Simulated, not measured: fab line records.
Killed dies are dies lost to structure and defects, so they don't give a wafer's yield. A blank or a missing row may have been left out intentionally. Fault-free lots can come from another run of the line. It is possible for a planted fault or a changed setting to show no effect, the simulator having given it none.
Struck lot and sound lot, side by side || flow rit cmos || 14 out of 202 route steps
Sound: the wafers L613.1, L613.2, L613.6. Wafers L618.4, L618.5, L618.6 were the ones struck. At the end, the cause is stated.
At each step with rows: each side's tool, then ch and its chambers, then its first start. Under that, the readings that differ: sound wafers || struck wafers || difference of the means || sigmas: that difference in standard deviations of wafers without a fault.
alike: words and numbers the same on both sides, and readings whose means are apart by under 2 such deviations; not compared: readings that were withheld, readings missing a value for some wafer, numbers with overlapping values and no deviation given by the record, and bounds like >300 which may hide the same value.
A row with sigmas, a row that says differs or no value, or rows on one side alone: a step with any of these is where the two part. Numbers that don't overlap but have no deviation are shown without sigmas and don't part them. A reading that every wafer of one side lacks parts them only if that side has two wafers or more.

RIT_SILICIDE_RS_MEAS_02: measurement is done with a four-point probe.
  sound on film metro-04 at day 3 14:11; struck on film metro-04 at day 4 13:17
  alike: SILICIDE_TI_RS
RIT_SILICIDE_THK_MEAS_03: measures by xrf.
  sound on film metro-04 at day 3 14:19; struck on film metro-04 at day 4 13:22
  alike: SILICIDE_TI_THK
RIT_SILICIDE_RTA_04: time 10 s, ramp up 5 s, ramp down 5 s.
  sound on rtp anneal-02 ch 0, day 3 14:22; struck on rtp anneal-01 ch 0, day 4 13:26
  alike: wafer_temp_C_max
then, 1 step without rows for these wafers: RIT_SILICIDE_WET_ETCH_05 (etches Ti in SPM, time 120 s).
RIT_SILICIDE_RTA_06: time 10 s, ramp up 5 s, ramp down 10 s.
  sound on rtp anneal-01 ch 0, day 3 14:29; struck on rtp anneal-02 ch 0, day 4 13:32
  alike: wafer_temp_C_max
RIT_CONTACT_CVD_00: deposits SiO2 from TEOS, target thk 400 nm, time 61 s.
  sound on pecvd-04 ch 0,1,2, day 3 14:33; struck on pecvd-01 ch 0,1,2, day 4 13:36
  alike: heater power w
RIT_CONTACT_THK_MEAS_01:
  sound on film metro-04 at day 3 14:36; struck on film metro-03 at day 4 13:40
{"reading": "CONTACT_TEOS_THK (nm)", "sound": "391 396 400", "struck": "412 415 404", "difference": "+15", "sigmas": "+2"}
then, 5 steps without rows for these wafers: RIT_CONTACT_HMDS_02 (prime time 60 s); RIT_CONTACT_COAT_03 (resist thk 1000 nm); RIT_CONTACT_SOFTBAKE_04 (time 60 s); RIT_CONTACT_EXPOSE_05 (exposes mask M11, target cd 1000 nm); RIT_CONTACT_PEB_06.
RIT_CONTACT_DEVELOP_07: develop time 120 s.
  sound on litho track-01 ch 0, day 3 15:00; struck on litho track-04, day 4 14:00
  no value came back on the struck wafers for chill plate temp C (C), develop time s (s); on the sound wafers chill plate temp C (C) reads 23.03 22.89 23.02
RIT_CONTACT_CD_MEAS_08 targets a cd of 1000 nm.
  sound on cd sem-01 at day 3 15:45; struck on cd sem-02 at day 4 14:43
{"reading": "cd nm (nm)", "sound": "998.2 997.3 998.7", "struck": "- - -", "difference": "no value on the struck wafers", "sigmas": ""}

== WHERE THEY PART ==
Last at RIT_CONTACT_CD_MEAS_08 as far as this record goes, first at RIT_CONTACT_THK_MEAS_01.

WHY: what the simulator had put in
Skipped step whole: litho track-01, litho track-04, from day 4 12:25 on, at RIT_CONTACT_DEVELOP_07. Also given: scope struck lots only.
